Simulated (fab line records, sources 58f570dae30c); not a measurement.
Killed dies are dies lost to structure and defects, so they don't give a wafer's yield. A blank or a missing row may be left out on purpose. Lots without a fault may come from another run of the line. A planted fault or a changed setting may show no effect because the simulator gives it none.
Chamber matching | flow berkeley_cmos170 | UCB170_M3_STRIP_08 on wet_bench-04: 4 sister chambers
The step strips KrF in DMSO, time 600 s. 8 wafers are shown with their chamber, then 10 later ones without.

WAFERS WITH THEIR CHAMBER
wafer  | chamber | bath_guard_temp_C (C) | bath_heat_duty_pct (%)
L600.2 | 2       | 80.4                  | 16.9
L600.3 | 2       | 80.2                  | 15.9
L601.2 | 3       | 79.6                  | 20.3
L601.6 | 3       | 79.7                  | 20.0
L615.5 | 1       | 80.4                  | 18.3
L615.6 | 1       | 80.3                  | 17.5
L618.1 | 0       | 79.7                  | 20.2
L618.2 | 0       | 79.7                  | 18.2

WAFERS WITHOUT THEIR CHAMBER
wafer  | bath_guard_temp_C (C) | bath_heat_duty_pct (%)
L618.4 | 79.4                  | 18.0
L621.1 | 79.6                  | 19.8
L621.2 | 79.2                  | 18.2
L621.4 | 79.3                  | 18.8
L619.1 | 79.3                  | 20.2
L619.2 | 79.4                  | 20.0
L619.6 | 79.5                  | 20.7
L620.1 | 79.3                  | 18.7
L620.2 | 79.4                  | 18.2
L620.4 | 79.4                  | 17.6

WHICH CHAMBER EACH WENT THROUGH
wafer  | from the rows above     | in truth
L618.4 | can't be placed: 0 or 3 | 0
L621.1 | can't be placed: 3 or 0 | 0
L621.2 | can't be placed: 3 or 0 | 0
L621.4 | can't be placed: 3 or 0 | 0
L619.1 | can't be placed: 3 or 0 | 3
L619.2 | can't be placed: 3 or 0 | 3
L619.6 | can't be placed: 3 or 0 | 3
L620.1 | can't be placed: 3 or 0 | 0
L620.2 | can't be placed: 0 or 3 | 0
L620.4 | can't be placed: 0 or 3 | 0
Placed correctly: 0 of 10. Can't be placed from these rows: 10 (the true chamber is among the candidates in 10). Placed wrongly: 0.
How it was worked out, from the rows above alone: a wafer's distance from a chamber is the root of the sum, over the readings, of the square of ((its reading less the chamber's mean) divided by the reading's scatter). The wafer belongs to the nearest chamber; if the next one is less than 2 further off, it can't be placed. A chamber's mean is the mean of its shown wafers. The scatter: the root of (the sum of the squares of (reading less its chamber's mean) over the shown wafers, divided by (wafers less chambers)).
